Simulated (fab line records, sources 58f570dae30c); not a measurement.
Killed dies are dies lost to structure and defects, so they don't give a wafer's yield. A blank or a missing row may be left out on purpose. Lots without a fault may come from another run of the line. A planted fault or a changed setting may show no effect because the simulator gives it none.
Which tool did it? | flow berkeley_cmos170 | 8 lots, 24 wafers sampled, at 2 steps of a route of 331

WHAT THE GAUGES READ, wafer by wafer
UCB170_NSD_CD_MEAS_06: target cd 1200 nm.
lot  | measured     | on        | cd_nm (nm)
L870 | day 8 06:29  | cd_sem-01 | 1198.5 1197.2 1196.6
L872 | day 8 07:05  | cd_sem-02 | 1122.1 1121.0 1121.8 1122.2 1120.9 1122.0
L875 | day 9 06:12  | cd_sem-01 | 1198.9 1198.3 1199.7
L876 | day 9 12:41  | cd_sem-02 | 1197.9 1199.6 1197.5
L882 | day 10 21:46 | cd_sem-02 | 1199.9 1199.4 1198.5
L889 | day 11 23:21 | cd_sem-02 | 1199.8 1199.6 1200.2
L891 | day 11 23:52 | cd_sem-02 | 1198.5 1199.0 1198.1
L888 | day 12 06:39 | cd_sem-01 | 1200.0 1201.5 1201.3

WHICH TOOL RAN EACH LOT (tool, then ch and the chambers of the sampled wafers, then the start)
lot  | UCB170_NSD_PEB_04
L870 | litho_track-02 ch 0, day 8 06:13
L872 | litho_track-03 ch 0, day 8 06:49
L875 | litho_track-02 ch 0, day 9 05:56
L876 | litho_track-02 ch 0, day 9 12:26
L882 | litho_track-04 ch 0, day 10 21:29
L889 | litho_track-02 ch 0, day 11 23:05
L891 | litho_track-03 ch 0, day 11 23:35
L888 | litho_track-04 ch 0, day 12 06:23
- UCB170_NSD_PEB_04

THE ANSWER, worked out from the rows above alone
Rule: what is usual is taken from the lots themselves. Put in order of their means at a reading, lots are off if they are a third of the lots or fewer, leave a main group of 4 or more, and stand apart from it by a gap of 3 or more times the standard deviation of the main group's means; of several such gaps the widest counts. A main group whose means are all the same, to the digits that the tables above print for the reading, isn't used. A lot without any number at a reading at which 4 lots or more have one is off too. The other lots that the step has rows for count as sound.
Off: L872, at UCB170_NSD_CD_MEAS_06 (cd_nm). The main group: mean 1199.0 nm, standard deviation 1.
A tool fits if, at a process step before that reading, it ran every lot that is off, and no sound lot after the first of them. The gauges at UCB170_NSD_CD_MEAS_06 are tried like those tools. None of those tried fits.

WHAT THE SIMULATOR HAD PUT IN
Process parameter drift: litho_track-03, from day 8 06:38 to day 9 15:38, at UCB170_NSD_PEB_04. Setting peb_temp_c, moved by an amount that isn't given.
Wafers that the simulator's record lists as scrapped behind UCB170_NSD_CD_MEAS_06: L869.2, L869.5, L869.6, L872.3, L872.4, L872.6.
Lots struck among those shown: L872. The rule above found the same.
